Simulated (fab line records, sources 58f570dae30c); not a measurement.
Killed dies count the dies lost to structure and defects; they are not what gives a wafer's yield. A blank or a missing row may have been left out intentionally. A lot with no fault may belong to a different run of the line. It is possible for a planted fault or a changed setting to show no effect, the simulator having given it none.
Split-lot trial -- flow berkeley cmos170 -- 5 lots, 23 wafers read, on a route of 331 steps

## ON THE SPLIT
At UCB170_NWELL_CVD_04 (deposits Si3N4 from SiH2Cl2/NH3, target thk 224 nm, time 3360 s), the setting time s was moved away from the recipe's 3360 s on 15 of the 23 wafers read, by +5.7% to +13.1%. All remaining wafers had this setting at the recipe value.

The file shows no step between the split and the reading.

## THE READING
NWELL_NITRIDE_THK at UCB170_NWELL_THK_MEAS_05, in nm. A value of 225.1 nm with a standard deviation of 1.7 nm is what fault-free wafers of this fab line usually give.

wafer,"tool, chamber at the split","time s as run, s",against the recipe,"NWELL_NITRIDE_THK, nm",against lot-mates on the recipe
L074.2,"lpcvd-01, 1",3360,recipe,220.1,-
L074.4,"lpcvd-01, 1",3360,recipe,222.0,-
L074.6,"lpcvd-01, 1",3360,recipe,223.2,-
L078.1,"-, -",3799,+13.1%,254.3,no lot-mate on the recipe
L078.2,"-, -",3799,+13.1%,255.1,no lot-mate on the recipe
L078.3,"-, -",3799,+13.1%,257.5,no lot-mate on the recipe
L078.5,"-, -",3799,+13.1%,256.2,no lot-mate on the recipe
L078.6,"-, -",3799,+13.1%,254.7,no lot-mate on the recipe
L079.1,"-, -",3718,+10.7%,248.7,no lot-mate on the recipe
L079.3,"-, -",3718,+10.7%,248.9,no lot-mate on the recipe
L079.4,"-, -",3718,+10.7%,249.8,no lot-mate on the recipe
L079.5,"-, -",3718,+10.7%,250.9,no lot-mate on the recipe
L079.6,"-, -",3718,+10.7%,249.4,no lot-mate on the recipe
L084.1,"-, -",3551,+5.7%,238.5,no lot-mate on the recipe
L084.3,"-, -",3551,+5.7%,236.4,no lot-mate on the recipe
L084.4,"-, -",3551,+5.7%,236.8,no lot-mate on the recipe
L084.5,"-, -",3551,+5.7%,237.6,no lot-mate on the recipe
L084.6,"-, -",3551,+5.7%,237.7,no lot-mate on the recipe
L085.1,"-, -",3360,recipe,224.8,-
L085.2,"-, -",3360,recipe,222.1,-
L085.3,"-, -",3360,recipe,223.2,-
L085.4,"-, -",3360,recipe,222.0,-
L085.6,"-, -",3360,recipe,221.6,-

THE FIT
A straight line over all 23 wafers: NWELL_NITRIDE_THK changes by +2.54 nm for each +1% of time s; r = +1.00; the points scatter about the line by 1.1 nm.
Too few moved wafers have a lot-mate on the recipe to fit a line with each lot's own level taken away.

## THE WHOLE CHAIN: every reading that the file lists as answering this split, in the file's order
step,what it does,reading,change (the file's fit),r (the file's)
UCB170_NWELL_CVD_04,"deposits Si3N4 from SiH2Cl2/NH3, target thk 224 nm, time 3360 s","Si3N4_of_NWELL_CVD_04.thk nm (the simulator's own value, which no gauge read)",+2.54 nm for each +1% of the setting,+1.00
UCB170_NWELL_THK_MEAS_05,,NWELL_NITRIDE_THK,+2.54 for each +1% of the setting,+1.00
UCB170_NWELL_ETCH_13,"etches Si3N4 in CH3F/Ar/O2, stops on SiO2, target depth 246.4 nm, time 154 s","etch.depth nm (the simulator's own value, which no gauge read)",+2.37 nm for each +1% of the setting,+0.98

## THE FILE'S OWN FIT
NWELL_NITRIDE_THK changes by +2.54 nm for each +1% of time s, r = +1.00.
